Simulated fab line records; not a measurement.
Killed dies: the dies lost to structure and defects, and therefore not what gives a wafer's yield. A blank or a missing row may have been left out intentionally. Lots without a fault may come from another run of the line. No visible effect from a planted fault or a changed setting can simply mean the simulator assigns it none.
fab line records	flow berkeley_cmos170
record lots=6	wafers=18	last_day=11
route steps=331 shown GATE@129 PLDD@145 M3@331
lots untouched by any fault: they come from a run of this same line in which no faults occurred
start_h: hours from the record's opening day to when the first of the lot's shown wafers began	wait_h: hours since the lot's step before	" identical to the entry in the row above	L1.1+2: several wafers, shown together as one row	- no value, or no start given	* or withheld: withheld	< > ~ a bound
route shown NAME@n: NAME is a module with steps in the file, n the number in the route of the first one	usual: mean and standard deviation over wafers with no fault	same: alike in all rows	chamber/n: place in a boat	sites: readings site by site	_std_site: standard deviation across them	_edge_site: outer sites' mean less inner sites'	radius_mm: for every site, how far away it sits from the centre of the wafer	mask NAME#n: copy n	behind: the most recent tool/chamber to have shaped the wafer	hold: cause of the lot's hold/its duration in hours/its outcome	device: names the non-switching transistor (n, p or np)	end of line: the same wafers' tests at the end of the route	a step without rows: its recipe alone	killed: the dies lost at the first sort to structure and to defects; this is not the yield of the wafer	map: per-die view of a wafer (x killed, . not killed, _ where there is no die)
set.NAME: the setting that was run; set.NAME@STEP: the one run at that earlier step	model.NAME: the simulator's own value behind a step, which no gauge read
lots at some steps of the route; a table a step, a row a wafer
services: when a tool's chamber went out of use (start_h, in hours from the record's first day, below 0 if earlier), for how many hours, and the reason
## steps
# step UCB170_GATE_ANNEAL_03
# recipe temp_c=900	time_s=1800	ambient=N2
# step UCB170_GATE_CVD_04
# recipe material=poly-Si	temp_c=610	precursor=SiH4	time_s=1440	pressure_mtorr=375	target_thk_nm=214	sih4_flow_sccm=120
# step UCB170_GATE_THK_MEAS_05
# recipe reads=poly-Si_of_GATE_CVD_04
# usual GATE_POLY_THK=212.9/2.1
lot.wafer	tool	chamber	start_h	wait_h	GATE_POLY_THK[nm]
L536.3	film_metro-02	-	153.21	0.0	215.1
L536.4	"	-	"	"	214.6
L536.6	"	-	"	"	214.6
L538.2	film_metro-03	-	166.70	0.0	210.9
L538.5	"	-	"	"	210.8
L538.6	"	-	"	"	210.7
L549.1	film_metro-03	-	224.23	0.0	214.9
L549.2	"	-	"	"	212.5
L549.6	"	-	"	"	214.9
L550.2	film_metro-02	-	224.25	0.0	210.8
L550.3	"	-	"	"	212.4
L550.5	"	-	"	"	213.1
L552.1	film_metro-01	-	224.28	0.1	213.7
L552.5	"	-	"	"	214.7
L552.6	"	-	"	"	214.9
L553.1	film_metro-02	-	233.77	0.0	212.0
L553.2	"	-	"	"	212.3
L553.6	"	-	"	"	210.9
# step UCB170_GATE_COAT_06
# recipe resist=BARC	temp_c=withheld	time_s=withheld	spin_rpm=3000	resist_thk_nm=withheld
# step UCB170_GATE_COAT_07
# recipe resist=KrF	spin_rpm=1500	resist_thk_nm=900
# step UCB170_GATE_SOFTBAKE_08
# recipe resist=KrF	temp_c=130	time_s=60
# step UCB170_GATE_EXPOSE_09
# recipe mask_id=POLY	target_cd_nm=350	na=0.5	sigma_outer=0.6	source_shape=conventional	dose_mj=21
# step UCB170_GATE_PEB_10
# recipe peb_temp_c=130	peb_time_s=withheld	resist=KrF
# usual plate_sensor_t_centre_C=131.41/0.01	plate_sensor_t_edge_C=131.53/0.0095
lot.wafer	tool	chamber	start_h	wait_h	plate_sensor_t_centre_C	plate_sensor_t_edge_C
L536.3	litho_track-04	0	154.54	0.4	131.39	131.54
L536.4	"	0	"	"	131.41	131.54
L536.6	"	0	"	"	131.41	131.53
L538.2	litho_track-04	0	167.68	0.4	131.42	131.54
L538.5	"	0	"	"	131.41	131.53
L538.6	"	0	"	"	131.41	131.53
L549.1	litho_track-03	0	225.25	0.3	131.4	131.53
L549.2	"	0	"	"	131.42	131.54
L549.6	"	0	"	"	131.39	131.53
L550.2	litho_track-04	0	225.48	0.4	131.42	131.54
L550.3	"	0	"	"	131.41	131.52
L550.5	"	0	"	"	131.42	131.53
L552.1	litho_track-04	0	225.73	0.3	131.41	131.53
L552.5	"	0	"	"	131.42	131.53
L552.6	"	0	"	"	131.4	131.55
L553.1	litho_track-04	0	235.58	0.8	131.42	131.53
L553.2	"	0	"	"	131.41	131.53
L553.6	"	0	"	"	131.4	131.54
# step UCB170_GATE_DEVELOP_11
# recipe developer=TMAH	develop_time_s=45	resist=KrF	dev_temp_c=21
# step UCB170_GATE_CD_MEAS_12
# recipe target_cd_nm=350
# usual cd_nm=350.7/1.4
lot.wafer	tool	chamber	start_h	wait_h	cd_nm
L536.3	cd_sem-02	-	154.87	-	351.9
L536.4	"	-	"	"	351.0
L536.6	"	-	"	"	351.7
L538.2	cd_sem-02	-	167.95	-	350.7
L538.5	"	-	"	"	350.4
L538.6	"	-	"	"	350.5
L549.1	cd_sem-01	-	225.53	-	352.6
L549.2	"	-	"	"	351.4
L549.6	"	-	"	"	351.9
L550.2	cd_sem-02	-	225.75	-	349.6
L550.3	"	-	"	"	350.4
L550.5	"	-	"	"	348.8
L552.1	cd_sem-01	-	226.00	-	350.3
L552.5	"	-	"	"	350.9
L552.6	"	-	"	"	351.0
L553.1	cd_sem-02	-	235.86	-	351.4
L553.2	"	-	"	"	350.5
L553.6	"	-	"	"	351.2
# step UCB170_GATE_OVL_MEAS_13
# usual GATE_OVL=-2/4.8
lot.wafer	tool	chamber	start_h	wait_h	GATE_OVL[nm]
L536.3	overlay-01	-	154.96	0.1	-9
L536.4	"	-	"	"	-11
L536.6	"	-	"	"	-1
L538.2	overlay-01	-	168.05	0.1	1
L538.5	"	-	"	"	3
L538.6	"	-	"	"	-8
L549.1	overlay-01	-	225.65	0.1	0
L549.2	"	-	"	"	-5
L549.6	"	-	"	"	-7
L550.2	overlay-02	-	225.85	0.1	4
L550.3	"	-	"	"	-4
L550.5	"	-	"	"	4
L552.1	overlay-01	-	226.12	0.1	0
L552.5	"	-	"	"	-3
L552.6	"	-	"	"	-6
L553.1	overlay-02	-	235.98	0.1	-2
L553.2	"	-	"	"	-4
L553.6	"	-	"	"	-7
# step UCB170_GATE_ETCH_14
# recipe chemistry=N2/H2	target_depth_a=withheld	overetch_a=withheld	target=BARC	time_s=withheld	source_w=500	bias_w=100	pressure_mtorr=30	n2_flow_sccm=100	h2_flow_sccm=200
# usual drypump_motor_current_A=5.9/0.38	oes_product_au=1.001/0.019	throttle_valve_pct=13.28/0.21
lot.wafer	tool	chamber	start_h	wait_h	drypump_motor_current_A	oes_product_au	throttle_valve_pct
L536.3	rie_diel-02	2	154.99	0.0	5.2	1.007	13.37
L536.4	"	2	"	"	5.2	0.996	13.37
L536.6	"	0	"	"	6.3	0.990	13.23
L538.2	rie_diel-04	1	168.08	0.0	5.5	1.012	13.68
L538.5	"	1	"	"	5.6	1.004	13.69
L538.6	"	0	"	"	6.1	0.961	13.45
L549.1	rie_diel-03	1	225.68	0.0	5.8	1.013	13.03
L549.2	"	2	"	"	6.1	1.009	13.10
L549.6	"	0	"	"	5.9	1.004	13.11
L550.2	rie_diel-02	2	225.88	0.0	5.2	0.990	13.36
L550.3	"	0	"	"	6.3	0.989	13.24
L550.5	"	1	"	"	6.7	1.022	13.08
L552.1	rie_diel-04	2	226.16	0.0	6.3	1.032	13.13
L552.5	"	1	"	"	5.5	1.011	13.68
L552.6	"	0	"	"	6.0	0.965	13.46
L553.1	rie_diel-04	1	236.02	0.0	5.6	1.005	13.71
L553.2	"	0	"	"	6.1	0.974	13.45
L553.6	"	2	"	"	6.3	1.020	13.12
# step UCB170_GATE_ETCH_15
# recipe chemistry=HBr/Cl2	target=poly-Si	stop_on=SiO2	over_etch_frac=0.3	icp_w=300	bias_w=150	time_s=56.3	pressure_mtorr=15	HBr_flow_sccm=150	Cl2_flow_sccm=50	target_depth_a=2782
# usual drypump_motor_current_A=5.8/0.55	oes_product_au=0.839/0.012	throttle_valve_pct=26.41/0.25
lot.wafer	tool	chamber	start_h	wait_h	drypump_motor_current_A	oes_product_au	rf_hours_counter_h	throttle_valve_pct	model.KrF_of_GATE_COAT_07.thk_nm	model.GATE.feature_depth_nm	model.etch.depth_nm
L536.3	rie_si-01	2	155.03	-	6.8	0.837	0	26.37	782.7	215.1	215.1
L536.4	"	3	"	"	5.8	0.832	17	26.53	783.6	214.7	214.7
L536.6	"	1	"	"	6.4	0.838	-	26.51	781.8	214.7	214.7
L538.2	rie_si-02	0	168.13	-	5.0	0.841	42	26.57	774.3	210.9	210.9
L538.5	"	3	"	"	5.4	0.835	-	25.94	777.7	210.8	210.8
L538.6	"	2	"	"	5.3	0.809	-	26.81	778.8	210.8	210.8
L549.1	rie_si-02	0	225.73	-	5.0	0.852	42	26.57	776	214.9	214.9
L549.2	"	2	"	"	5.4	0.754	90	26.83	815.2	185.5	185.5
L549.6	"	2	"	"	5.4	0.744	-	26.81	814.9	183.5	183.5
L550.2	rie_si-01	2	225.92	-	6.7	0.830	1	26.38	777.1	210.9	210.9
L550.3	"	0	"	"	5.9	0.847	1	26.43	777.7	212.5	212.5
L550.5	"	0	"	"	5.9	0.862	-	26.44	778.5	213.1	213.1
L552.1	rie_si-02	2	226.20	-	5.4	0.759	90	26.82	812.6	187.3	187.3
L552.5	"	1	"	"	5.8	0.854	-	26.14	776.8	214.9	214.9
L552.6	"	0	"	"	5.0	0.850	-	26.58	777.6	214.7	214.7
L553.1	rie_si-01	3	236.06	-	5.8	0.832	17	26.51	775.3	212	212
L553.2	"	0	"	"	5.8	0.850	1	26.44	774.8	212.2	212.2
L553.6	"	2	"	"	6.8	0.824	-	26.38	775.2	210.7	210.7
# step UCB170_GATE_STRIP_16
# recipe chemistry=O2	power_w=400	pressure_mtorr=3500	platen_temp_c=withheld	o2_flow_sccm=400	overash_fraction=0.5
# usual drypump_motor_current_A=6.0/0.42	oes_product_au=0.725/0.0046
lot.wafer	tool	chamber	start_h	wait_h	drypump_motor_current_A	oes_product_au	rf_hours_counter_h
L536.3	plasma_asher-02	1	155.11	0.1	5.8	0.728	-
L536.4	"	0	"	"	5.4	0.723	-
L536.6	"	0	"	"	5.4	0.732	-
L538.2	plasma_asher-03	1	168.17	0.0	5.7	0.729	40
L538.5	"	0	"	"	6.5	0.723	-
L538.6	"	1	"	"	5.7	0.725	-
L549.1	plasma_asher-04	1	225.77	0.0	5.6	0.729	13
L549.2	"	0	"	"	6.5	0.725	13
L549.6	"	1	"	"	5.6	0.725	-
L550.2	plasma_asher-03	1	225.97	0.0	5.7	0.724	48
L550.3	"	0	"	"	6.5	0.730	-
L550.5	"	0	"	"	6.4	0.727	-
L552.1	plasma_asher-04	0	226.25	0.0	6.5	0.728	13
L552.5	"	1	"	"	5.6	0.731	-
L552.6	"	0	"	"	6.5	0.721	-
L553.1	plasma_asher-03	0	236.11	0.0	6.5	0.730	49
L553.2	"	1	"	"	5.7	0.720	49
L553.6	"	1	"	"	5.7	0.726	-
# step UCB170_GATE_CD_MEAS_90
# recipe target_cd_nm=350
# usual cd_nm=350.8/1.5
lot.wafer	tool	chamber	start_h	wait_h	cd_nm
L536.3	cd_sem-02	-	155.26	0.1	353.2
L536.4	"	-	"	"	351.7
L536.6	"	-	"	"	351.5
L538.2	cd_sem-02	-	168.29	0.1	350.8
L538.5	"	-	"	"	349.6
L538.6	"	-	"	"	351.4
L549.1	cd_sem-02	-	225.87	0.1	352.6
L549.2	"	-	"	"	351.4
L549.6	"	-	"	"	352.5
L550.2	cd_sem-01	-	226.14	0.1	350.1
L550.3	"	-	"	"	350.0
L550.5	"	-	"	"	348.0
L552.1	cd_sem-01	-	226.35	0.1	350.6
L552.5	"	-	"	"	351.3
L552.6	"	-	"	"	352.1
L553.1	cd_sem-01	-	236.21	0.1	351.8
L553.2	"	-	"	"	352.0
L553.6	"	-	"	"	351.7
# step UCB170_GATE_CLEAN_17
# recipe chemistry=SPM	temp_c=120	time_s=600
# step UCB170_PLDD_HMDS_00
# recipe prime_time_s=60	prime_temp_c=100
# usual prime_temp_c=100.01/0.12
lot.wafer	tool	chamber	start_h	wait_h	prime_temp_c
L536.3	litho_track-04	0	155.78	0.3	100.08
L536.4	"	0	"	"	99.94
L536.6	"	0	"	"	100.01
L538.2	litho_track-02	0	168.59	0.0	100.14
L538.5	"	0	"	"	99.94
L538.6	"	0	"	"	99.93
L549.1	litho_track-04	0	226.28	0.0	100.10
L550.2	litho_track-03	0	226.47	0.0	99.86
L550.3	"	0	"	"	99.89
L550.5	"	0	"	"	100.20
L552.5	litho_track-02	0	226.74	0.1	99.78
L552.6	"	0	"	"	99.96
L553.1	litho_track-04	0	236.58	0.0	99.98
L553.2	"	0	"	"	99.85
L553.6	"	0	"	"	99.86
# step UCB170_PLDD_COAT_01
# recipe resist=KrF	spin_rpm=1500	resist_thk_nm=886.3
lot.wafer	tool	chamber	start_h	wait_h
L536.3+4+6	litho_track-04	0	155.93	0.1
L538.2+5+6	litho_track-02	0	168.74	0.1
L549.1	litho_track-04	0	226.43	0.1
L550.2+3+5	litho_track-03	0	226.62	0.1
L552.5+6	litho_track-02	0	226.89	0.1
L553.1+2+6	litho_track-04	0	236.73	0.1
# step UCB170_M3_PROBE_99
lot.wafer	tool	chamber	start_h	wait_h	hold	model.etest.ppoly_line.short	model.etest.nmos_turned.short	model.etest.nmos_0p6.short	model.etest.diode_nplus_comb.over_limit	model.etest.pmos_0p35.over_limit	model.etest.diode_nplus_comb.short	model.etest.cap_p_gate.short	model.etest.pmos_0p6.short
L536.3+4+6	prober-01	-	196.77	0.2	-	0	0	0	0	0	0	0	0
L538.2+5+6	prober-02	-	215.27	0.1	-	0	0	0	0	0	0	0	0
L550.2+3+5	prober-02	-	263.25	0.1	-	0	0	0	0	0	0	0	0
L552.1	prober-01	-	263.91	0.1	await_dispo/2.1h/release	1	1	1	1	1	1	1	1
L552.5+6	prober-01	-	264.11	0.2	await_dispo/2.1h/release	0	0	0	0	0	0	0	0
L549.1	prober-02	-	264.57	0.1	await_dispo/6.5h/release	0	0	0	0	0	0	0	0
L549.2+6	prober-02	-	264.62	0.1	await_dispo/6.5h/release	1	1	1	1	1	1	1	1
L553.1+2+6	prober-02	-	275.43	0.1	-	0	0	0	0	0	0	0	0
# killed by level:class
L536.3 CONTACT:geometric_particle:open=2 ACTIVE:geometric_particle:open=1 FIELD:geometric_particle:open=1
L536.4 SILICIDE:geometric_particle:short=1 V1:geometric_particle:open=1
L536.6 V2:geometric_particle:open=2 SCREENOX:geometric_particle:short=1 GATE:geometric_particle:short=1 V1:geometric_particle:short=1 V1:geometric_particle:open=1
L538.2 SCREENOX:geometric_particle:open=1 SILICIDE:geometric_particle:open=1 CONTACT:geometric_particle:open=1
L538.5 FIELD:geometric_particle:short=1 SCREENOX:geometric_particle:short=1 GATE:geometric_particle:short=1
L538.6 SILICIDE:geometric_particle:short=1 SPACER:geometric_particle:open=1 CONTACT:geometric_particle:open=1
L550.2 SCREENOX:geometric_particle:short=1 GATE:geometric_particle:short=1 SILICIDE:geometric_particle:open=1
L550.3 GATE:geometric_particle:short=2 SCREENOX:geometric_particle:open=1
L550.5 M3:geometric_particle:short=2 SILICIDE:geometric_particle:short=1 V1:geometric_particle:short=1 M2:geometric_particle:open=1
L553.1 GATE:geometric_particle:open=1 V1:geometric_particle:short=1
L553.2 SILICIDE:geometric_particle:open=2 FIELD:geometric_particle:open=1 GATE:geometric_particle:open=1
L553.6 GATE:geometric_particle:open=2 CONTACT:geometric_particle:short=1 M1:geometric_particle:short=1 M2:geometric_particle:short=1 V2:geometric_particle:short=1
# map L538.2 (x killed, . not)
________......._______
_____.............____
____...............___
___.................__
__..................._
__........x.........._
_.....................
_.....................
_.....................
_.....................
__..................._
__x.................._
___.................__
____...............___
_____..........x..____
________......._______
# map L553.6 (x killed, . not)
________......._______
_____.............____
____.............x.___
___.................__
__..................._
__....xx............._
_.....................
_...............x.....
_.....................
_.....................
__........x.........._
__..................._
___............x....__
____...............___
_____.............____
________......._______
## services
tool	chamber	start_h	hours	kind
rie_diel-03	0	133.02	19.2	repair
rie_diel-04	0	136.11	4.1	repair
plasma_asher-04	-	162.68	4.5	repair
rie_diel-02	2	169.45	5.6	repair
rie_diel-03	-	176.80	0.1	repair
rie_diel-04	-	178.08	0.2	repair
plasma_asher-02	-	180.96	2.3	repair
rie_diel-02	2	186.24	-	clean
rie_diel-02	2	186.24	23.5	scheduled_down
rie_diel-02	2	186.24	23.5	vent_cycle
plasma_asher-02	-	200.59	14.6	pm
rie_diel-02	3	202.29	11.7	repair
plasma_asher-02	-	215.19	15.6	pm
rie_si-01	-	221.16	0.1	repair
plasma_asher-02	-	230.79	2.8	pm
plasma_asher-04	-	231.12	1.9	repair
rie_diel-03	-	232.18	4.0	pm
## key
first_sign step=UCB170_GATE_ETCH_15	reading=oes_product_au	direction=down	sigmas=7.5	usual=0.839	struck=0.752
effect step=UCB170_PLDD_HMDS_00	reading=visit	direction=missing
effect step=UCB170_PLDD_COAT_01	reading=visit	direction=missing
effect step=UCB170_M3_PROBE_99	reading=hold	direction=added
model_effect step=UCB170_GATE_ETCH_15	value=KrF_of_GATE_COAT_07.thk_nm	without=777	struck=814.2
model_effect step=UCB170_M3_PROBE_99	value=etest.ppoly_line.short	without=0	struck=1
met_at UCB170_GATE_ETCH_15
struck_wafers L549.2,L549.6,L552.1
later_rows_left_out L549.2,L549.6,L552.1
sort_left_out L549.2,L549.6,L552.1
tester_left_out L549,L552
onset_between 168.13 225.73
fault kind=process_parameter_drift	tool=rie_si-02	chamber=2	onset_h=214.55	steps=UCB170_GATE_ETCH_15	channel=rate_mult	offset=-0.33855	shape=step	end_h=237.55
# tester_left_out: of these lots the tester's yield and bins aren't shown, on N5 and GAA mostly nor the transistor test; their killed dies are dies lost to structure and defects alone, not to doping, threshold or leakage, so they don't give the yield
# sort_left_out: the simulated sort isn't trusted on such a fault, so these wafers' sort isn't shown, and their yield isn't known
# later_rows_left_out: the simulator's readings of these wafers behind a module that went badly wrong aren't trusted and aren't shown, but for the sort
